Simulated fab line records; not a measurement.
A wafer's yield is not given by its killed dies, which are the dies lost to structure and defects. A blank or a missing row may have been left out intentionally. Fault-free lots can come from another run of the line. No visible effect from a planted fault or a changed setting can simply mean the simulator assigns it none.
fab line records	flow rit_cmos
record lots=7	wafers=21	last_day=7
route steps=202 shown ACTIVE@11 FOX1@20 FOX2@23 M1@202
lots with no fault: from the same line, run without faults
start_h: hours from the record's first day to the start of the lot's first wafer shown	wait_h: hours elapsed since this lot's preceding step	" as in the row above	L1.1+2: a single row standing in for several wafers	- no value, or no start given	* or withheld: withheld	< > ~ a bound
route shown NAME@n: a module of which the file shows steps, and the number in the route of the first	usual: the fault-free wafers' mean and standard deviation	same: alike in all rows	chamber/n: place in a boat	sites: each site's reading	_std_site: how widely they spread, as a standard deviation	_edge_site: mean of outer sites minus mean of inner sites	radius_mm: how far each site lies from the wafer's centre	mask NAME#n: copy n	behind: tool/chamber where the wafer was last shaped	hold: cause of the lot's hold/its duration in hours/its outcome	device: names the non-switching transistor (n, p or np)	end of line: the tests these same wafers got at the end of their route	step lacking rows: just its recipe	killed: dies that structure and defects cost at the first sort, which is not the same as the wafer's yield	map: shows each die of a wafer: x if killed, . if not, _ if none is there
set.NAME: the run value of the setting; set.NAME@STEP: its run value at that earlier step	model.NAME: the simulator's own value behind a step, which no gauge read
lots at some steps of the route; a table a step, a row a wafer
services: a tool's chamber out of use, with start hour (start_h, from the record's first day; less than 0 if before it), hours out, and reason
## steps
# step RIT_ACTIVE_DEVELOP_10
# recipe resist=NOVOLAK	develop_time_s=50	dev_temp_c=23.68
# step RIT_ACTIVE_CD_MEAS_11
# recipe target_cd_nm=1400
# usual cd_nm=1399.9/2.1
lot.wafer	tool	chamber	start_h	wait_h	cd_nm
L521.1	cd_sem-01	-	15.39	-	1398.9
L521.3	"	-	"	"	1397.6
L521.4	"	-	"	"	1398.8
L525.3	cd_sem-01	-	35.14	-	1402.6
L525.4	"	-	"	"	1399.4
L525.6	"	-	"	"	1398.6
L526.1	cd_sem-02	-	42.70	-	1398.9
L526.3	"	-	"	"	1400.4
L526.5	"	-	"	"	1401.5
L527.1	cd_sem-02	-	46.02	-	1398.8
L527.2	"	-	"	"	1400.4
L527.6	"	-	"	"	1400.7
L529.3	cd_sem-01	-	55.18	-	1398.4
L529.4	"	-	"	"	1395.9
L529.5	"	-	"	"	1398.0
L541.1	cd_sem-02	-	117.13	-	1402.5
L541.4	"	-	"	"	1401.6
L541.6	"	-	"	"	1401.8
L543.2	cd_sem-01	-	125.47	-	1400.0
L543.5	"	-	"	"	1399.3
L543.6	"	-	"	"	1398.2
# step RIT_ACTIVE_HARDBAKE_12
# recipe resist=NOVOLAK	temp_c=140	time_s=60
# step RIT_ACTIVE_ETCH_13
# recipe stop_on=SiO2	chemistry=SF6	target=Si3N4	time_s=210	over_etch_frac=0.4	SF6_flow_sccm=200	pressure_mtorr=260	rf_w=125	target_depth_a=2100
# usual drypump_motor_current_A=5.7/0.44	oes_product_au=0.816/0.012	throttle_valve_pct=7.52/0.12
lot.wafer	tool	chamber	start_h	wait_h	drypump_motor_current_A	oes_product_au	rf_hours_counter_h	throttle_valve_pct
L521.1	rie_diel-02	2	15.66	0.1	5.3	0.845	64	7.34
L521.3	"	3	"	"	6.0	0.826	29	7.73
L521.4	"	1	"	"	5.2	0.828	69	7.46
L525.3	rie_diel-02	2	35.37	0.1	5.3	0.844	65	7.35
L525.4	"	1	"	"	5.2	0.831	69	7.45
L525.6	"	2	"	"	5.3	0.836	-	7.34
L526.1	rie_diel-02	2	42.97	0.1	5.3	0.836	65	7.34
L526.3	"	0	"	"	5.8	0.808	37	7.42
L526.5	"	1	"	"	5.2	0.838	-	7.46
L527.1	rie_diel-04	3	46.34	0.1	5.9	0.808	129	7.43
L527.2	"	0	"	"	4.8	0.809	77	7.73
L527.6	"	1	"	"	6.2	0.785	-	7.45
L529.3	rie_diel-02	0	55.41	0.1	5.8	0.815	38	7.41
L529.4	"	0	"	"	5.8	0.807	-	7.41
L529.5	"	3	"	"	6.0	0.822	-	7.74
L541.1	rie_diel-04	1	117.40	0.1	6.2	0.802	122	7.46
L541.4	"	0	"	"	4.8	0.818	79	7.71
L541.6	"	3	"	"	5.9	0.812	-	7.43
L543.2	rie_diel-01	0	125.72	0.1	5.7	0.821	1	7.69
L543.5	"	2	"	"	6.0	0.803	-	7.51
L543.6	"	3	"	"	6.1	0.833	-	7.57
# step RIT_ACTIVE_STRIP_14
# recipe chemistry=O2	time_s=180	resist=NOVOLAK	platen_temp_c=withheld	power_w=500	pressure_mtorr=4000	o2_flow_sccm=4000
# usual drypump_motor_current_A=5.4/0.42
lot.wafer	tool	chamber	start_h	wait_h	drypump_motor_current_A	rf_hours_counter_h
L521.1	plasma_asher-04	1	15.79	0.1	5.3	37
L521.3	"	0	"	"	5.9	-
L521.4	"	1	"	"	5.3	-
L525.3	plasma_asher-03	0	35.56	0.1	5.9	-
L525.4	"	1	"	"	5.7	-
L525.6	"	0	"	"	5.9	-
L526.1	plasma_asher-03	0	43.10	0.1	5.9	24
L526.3	"	0	"	"	5.9	-
L526.5	"	0	"	"	5.9	-
L527.1	plasma_asher-01	1	46.47	0.1	4.8	38
L527.2	"	0	"	"	5.0	38
L527.6	"	1	"	"	4.8	-
L529.3	plasma_asher-01	1	55.60	0.1	4.9	-
L529.4	"	0	"	"	5.0	-
L529.5	"	1	"	"	4.9	-
L541.1	plasma_asher-03	0	117.53	0.1	5.9	30
L541.4	"	0	"	"	5.9	-
L541.6	"	1	"	"	5.7	-
L543.2	plasma_asher-04	0	125.86	0.1	5.9	1
L543.5	"	1	"	"	5.3	-
L543.6	"	0	"	"	5.9	-
# step RIT_ACTIVE_CD_MEAS_90
# recipe target_cd_nm=1400
# usual cd_nm=1399.9/2.1
lot.wafer	tool	chamber	start_h	wait_h	cd_nm
L521.1	cd_sem-02	-	15.97	0.1	1399.4
L521.3	"	-	"	"	1397.7
L521.4	"	-	"	"	1398.9
L525.3	cd_sem-01	-	35.72	0.1	1401.9
L525.4	"	-	"	"	1398.9
L525.6	"	-	"	"	1398.5
L526.1	cd_sem-01	-	43.28	0.1	1398.7
L526.3	"	-	"	"	1400.7
L526.5	"	-	"	"	1401.7
L527.1	cd_sem-02	-	46.65	0.1	1398.8
L527.2	"	-	"	"	1401.0
L527.6	"	-	"	"	1401.1
L529.3	cd_sem-02	-	55.76	0.1	1398.1
L529.4	"	-	"	"	1396.2
L529.5	"	-	"	"	1398.3
L541.1	cd_sem-01	-	117.71	0.1	1402.0
L541.4	"	-	"	"	1401.6
L541.6	"	-	"	"	1402.1
L543.2	cd_sem-02	-	126.05	0.1	1399.8
L543.5	"	-	"	"	1398.7
L543.6	"	-	"	"	1398.2
# step RIT_ACTIVE_CLEAN_15
# recipe chemistry=SC1	mix=3:3:50	time_s=575.9	temp_c=75
# step RIT_ACTIVE_CLEAN_16
# recipe chemistry=dHF	dilution=50:1	time_s=30
# step RIT_ACTIVE_CLEAN_17
# recipe chemistry=SC2	mix=3:3:50	time_s=600	temp_c=75	dry=n2_spin
# step RIT_FOX1_OXIDATION_00
# recipe temp_c=1100	ambient=H2O	target_thk_a=3507	p_h2o_torr=720	ox_time_s=1130
# step RIT_FOX1_THK_MEAS_01
# recipe reads=SiO2_of_FOX1_OXIDATION_00
# usual FOX1_OXIDE_THK=353/7.1
lot.wafer	tool	chamber	start_h	wait_h	FOX1_OXIDE_THK[nm]
L521.1	film_metro-02	-	19.27	0.0	350
L521.3	"	-	"	"	357
L521.4	"	-	"	"	350
L525.3	film_metro-03	-	40.56	0.0	350
L525.4	"	-	"	"	351
L525.6	"	-	"	"	352
L526.1	film_metro-03	-	45.08	0.0	345
L526.3	"	-	"	"	350
L526.5	"	-	"	"	344
L527.1	film_metro-01	-	49.38	0.0	353
L527.2	"	-	"	"	354
L527.6	"	-	"	"	349
L529.3	film_metro-01	-	58.85	0.0	363
L529.4	"	-	"	"	372
L529.5	"	-	"	"	364
L541.1	film_metro-02	-	119.56	0.0	360
L541.4	"	-	"	"	355
L541.6	"	-	"	"	361
L543.2	film_metro-03	-	131.33	0.0	368
L543.5	"	-	"	"	365
L543.6	"	-	"	"	357
# step RIT_FOX1_WET_ETCH_02
# recipe chemistry=BOE	target_depth_nm=350	time_s=390	temp_c=21.5	dry=n2_spin	dilution=10:1	target=SiO2
# step RIT_FOX2_OXIDATION_00
# recipe temp_c=1100	ambient=H2O	target_thk_a=3507	p_h2o_torr=720	ox_time_s=1130
# usual spike_tc_centre_C=1102.6/1.4	spike_tc_load_C=1129.4/1.1	spike_tc_source_C=1125.1/1.3	tube_center_temp_C=1100/0.096	tube_center_temp_C_max=1102.9/0.46
lot.wafer	tool	chamber	start_h	wait_h	spike_tc_centre_C	spike_tc_load_C	spike_tc_source_C	tube_center_temp_C	tube_center_temp_C_max
L521.1	furnace-03	0	21.01	1.6	1103.7	1130.2	1125.0	1100	1102.6
L521.3	"	0	"	"	1101.7	1130.8	1125.3	1099.9	1102.4
L521.4	"	0	"	"	1103.4	1130.7	1124.3	1099.9	1103.1
L525.3	furnace-01	0	42.68	2.0	1102.4	1127.7	1127.3	1099.9	1102.8
L525.4	"	0	"	"	1099.6	1130.1	1125.6	1100	1102.4
L525.6	"	0	"	"	1101.7	1128.0	1127.7	1100.1	1102.1
L526.1	furnace-03	0	45.25	0.0	1098.0	1123.6	1120.1	1093.9	1097.0
L526.3	"	0	"	"	1097.8	1122.8	1118.9	1093.9	1097.0
L526.5	"	0	"	"	1096.9	1124.6	1118.0	1093.9	1096.9
L527.1	furnace-03	0	49.56	0.0	1098.1	1122.8	1120.7	1093.9	1097.0
L527.2	"	0	"	"	1097.5	1124.0	1119.0	1094	1097.0
L527.6	"	0	"	"	1096.5	1123.8	1119.6	1094	1096.5
L529.3	furnace-03	0	59.03	0.0	1098.8	1122.7	1119.0	1094	1098.4
L529.4	"	0	"	"	1097.6	1124.4	1118.9	1094.1	1096.8
L529.5	"	0	"	"	1098.8	1123.7	1117.9	1094	1096.4
L541.1	furnace-03	0	119.74	0.0	1103.2	1129.6	1125.8	1100	1102.8
L541.4	"	0	"	"	1103.8	1128.9	1122.6	1100	1102.6
L541.6	"	0	"	"	1103.0	1129.8	1123.5	1100.1	1103.2
L543.2	furnace-03	0	133.25	1.8	1104.4	1130.6	1122.7	1100	1102.9
L543.5	"	0	"	"	1102.3	1128.3	1124.8	1100	1103.3
L543.6	"	0	"	"	1103.3	1131.0	1126.8	1099.9	1103.0
# step RIT_FOX2_THK_MEAS_01
# recipe reads=SiO2_of_FOX2_OXIDATION_00
# usual FOX2_OXIDE_THK=350/7.9
lot.wafer	tool	chamber	start_h	wait_h	FOX2_OXIDE_THK[nm]
L521.1	film_metro-03	-	22.33	0.0	364
L521.3	"	-	"	"	357
L521.4	"	-	"	"	354
L525.3	film_metro-04	-	44.01	0.0	340
L525.4	"	-	"	"	338
L525.6	"	-	"	"	339
L526.1	film_metro-01	-	46.57	0.0	348
L526.3	"	-	"	"	348
L526.5	"	-	"	"	350
L527.1	film_metro-03	-	50.87	0.0	340
L527.2	"	-	"	"	337
L527.6	"	-	"	"	343
L529.3	film_metro-01	-	60.37	0.0	347
L529.4	"	-	"	"	348
L529.5	"	-	"	"	350
L541.1	film_metro-04	-	121.06	0.0	366
L541.4	"	-	"	"	359
L541.6	"	-	"	"	365
L543.2	film_metro-03	-	134.58	0.0	343
L543.5	"	-	"	"	349
L543.6	"	-	"	"	346
# step RIT_M1_PROBE_99
# usual killed_at_contacts=0.1/0.25	killed_at_front_end=7/3.2	killed_dies=7/3.2	killed_open=3.5/2.2	killed_short=3.6/2.1
# same gross_dies=264	killed_at_M0_to_M3=0	killed_at_M4_up=0	killed_at_back_side=0	killed_at_other=0
lot.wafer	tool	chamber	start_h	wait_h	killed_at_contacts	killed_at_front_end	killed_dies	killed_open	killed_short
L526.1	prober-01	-	88.10	0.1	0	4	4	2	2
L526.3	prober-01	-	88.20	0.2	0	3	3	1	2
L526.5	prober-01	-	88.30	0.2	0	6	6	2	4
L527.1	prober-02	-	90.76	0.1	0	16	16	8	8
L527.2	prober-02	-	90.81	0.1	0	8	8	4	4
L527.6	prober-02	-	91.01	0.2	0	1	1	0	1
# killed by level:class
L526.1 FOX2:geometric_particle:open=1 GATE:geometric_particle:open=1 GATE:geometric_particle:short=1 REOX:geometric_particle:short=1
L526.3 FOX2:geometric_particle:short=2 SILICIDE:geometric_particle:open=1
L526.5 SPACER:geometric_particle:short=2 SILICIDE:geometric_particle:short=2 FOX1:geometric_particle:open=1 SILICIDE:geometric_particle:open=1
L527.1 FOX2:geometric_particle:short=3 REOX:geometric_particle:open=3 FOX1:geometric_particle:open=2 FOX1:geometric_particle:short=2 GATE:geometric_particle:open=2 REOX:geometric_particle:short=2 FOX2:geometric_particle:open=1 GATE:geometric_particle:short=1
L527.2 GATE:geometric_particle:open=2 GATE:geometric_particle:short=2 SPACER:geometric_particle:short=2 SILICIDE:geometric_particle:open=2
L527.6 GATE:geometric_particle:short=1
## services
tool	chamber	start_h	hours	kind
plasma_asher-04	-	-6.00	2.7	repair
rie_diel-01	2	5.38	3.6	repair
plasma_asher-04	-	17.94	6.0	repair
furnace-01	-	20.56	2.9	pm
furnace-01	-	23.43	3.4	pm
plasma_asher-04	-	43.51	3.7	repair
rie_diel-02	2	47.65	16.1	repair
rie_diel-01	1	49.92	13.7	repair
plasma_asher-04	-	51.11	3.1	repair
rie_diel-01	2	52.35	3.6	repair
rie_diel-04	2	62.58	1.5	repair
plasma_asher-03	-	69.14	3.4	repair
plasma_asher-04	-	77.09	1.1	repair
rie_diel-01	-	84.90	2.8	pm
rie_diel-01	-	90.31	14.6	pm
rie_diel-04	3	103.86	3.8	repair
plasma_asher-04	-	108.75	9.0	pm
plasma_asher-04	0	108.75	9.0	vent_cycle
plasma_asher-04	1	108.75	9.0	vent_cycle
plasma_asher-04	0	117.75	-	clean
rie_diel-02	3	121.40	9.6	repair
plasma_asher-03	-	121.61	15.6	pm
rie_diel-01	1	123.80	4.4	repair
plasma_asher-04	-	131.12	4.3	pm
## key
first_sign step=RIT_FOX2_OXIDATION_00	reading=tube_center_temp_C	direction=down	sigmas=55	usual=*	struck=*
effect step=RIT_FOX2_OXIDATION_00	reading=tube_center_temp_C_max	direction=down	sigmas=13	usual=*	struck=*
met_at RIT_FOX2_OXIDATION_00
struck_wafers L526.1,L526.3,L526.5,L527.1,L527.2,L527.6,L529.3,L529.4,L529.5
tester_left_out L526,L527,L529
onset_between 21.01 45.25
fault kind=process_parameter_drift	tool=furnace-03	chamber=-	onset_h=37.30	steps=RIT_FOX2_OXIDATION_00	channel=temp_c	offset=*	shape=step	end_h=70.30	acts_in=*	stated=*
# tester_left_out: of these lots the tester's yield and bins aren't shown, on N5 and GAA mostly nor the transistor test; their killed dies are dies lost to structure and defects alone, not to doping, threshold or leakage, so they don't give the yield
